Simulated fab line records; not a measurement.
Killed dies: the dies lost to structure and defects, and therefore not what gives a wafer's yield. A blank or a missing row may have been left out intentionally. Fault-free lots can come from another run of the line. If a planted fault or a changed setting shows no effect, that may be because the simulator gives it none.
A struck lot beside a sound one ; flow rit_cmos ; 15 steps out of a route of 202
Sound: these wafers, L505.3, L505.4, L505.6. Wafers struck: L512.1, L512.3, L512.4. The cause comes at the end.
At each step with rows: each side's tool, then ch and its chambers, then its first start. Under that, the readings that differ: sound wafers ; struck wafers ; difference of the means ; sigmas: that difference in standard deviations of wafers without a fault.
alike: a reading whose means differ by less than 2 such deviations, as well as words and numbers matching on both sides. not compared: withheld readings; readings where some wafer has no value; bounds like >300 that might hide an equal value; numbers whose values overlap and for which the record gives no deviation.
A row with sigmas, a row that says differs or no value, or rows on one side alone: a step with any of these is where the two part. When numbers do not overlap yet have no deviation, they are printed without sigmas and do not part them. Lack of a reading on every wafer of one side parts them only where that side has two or more wafers.

first, 3 steps without rows for these wafers: RIT_ACTIVE_CLEAN_16 (cleans in dHF, time 30 s); RIT_ACTIVE_CLEAN_17 (cleans in SC2, time 600 s); RIT_FOX1_OXIDATION_00 (target thk 350.7 nm, ox time 1130 s).
RIT_FOX1_THK_MEAS_01:
  struck on film_metro-02, day 3 06:43; sound on film_metro-02, day 1 18:47
  alike: FOX1_OXIDE_THK
then, 2 steps without rows for these wafers: RIT_FOX1_WET_ETCH_02 (etches SiO2 in BOE, target depth 350 nm, time 390 s); RIT_FOX2_OXIDATION_00 (target thk 350.7 nm, ox time 1130 s).
RIT_FOX2_THK_MEAS_01:
  struck on film_metro-02, day 3 11:54; sound on film_metro-02, day 1 20:17
  alike: FOX2_OXIDE_THK
then, 2 steps without rows for these wafers: RIT_FOX2_CLEAN_02 (cleans in dHF, time 180 s); RIT_FOX2_WET_ETCH_03 (etches Si3N4 in H3PO4, target depth 195 nm, time 2700 s).
RIT_FOX2_THK_MEAS_90:
  struck on film_metro-01, day 3 12:47; sound on film_metro-03, day 1 21:10
  alike: FIELD_OXIDE_LEFT_1_THK
then, 2 steps without rows for these wafers: RIT_NWELL_HMDS_00 (prime time 60 s); RIT_NWELL_COAT_01 (resist thk 1300 nm).
RIT_NWELL_SOFTBAKE_02: time 60 s.
  sound on litho_track-03 ch 0, day 1 21:33; struck on litho_track-01 ch 0, day 3 13:08
reading;sound;struck;difference;sigmas
heater_power_total_W (W);34.57 34.48 34.51;34.91 34.85 34.84;+0.35;+6
plate_temp_C (C);90.04 90.01 89.88;90.77 90.64 90.60;+0.69;+6
then, 1 step without rows for these wafers: RIT_NWELL_EXPOSE_03 (exposes mask M2, target cd 43900 nm).
RIT_M1_PROBE_99:
  only the struck wafers here have rows in the record (prober-02, day 5 04:13); the sound ones have none

WHERE THEY PART
At RIT_NWELL_SOFTBAKE_02 first; at RIT_M1_PROBE_99 last (within this record only).

WHY: whatever the simulator had introduced
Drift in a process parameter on litho_track-01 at RIT_NWELL_SOFTBAKE_02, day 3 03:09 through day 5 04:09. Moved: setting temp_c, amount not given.
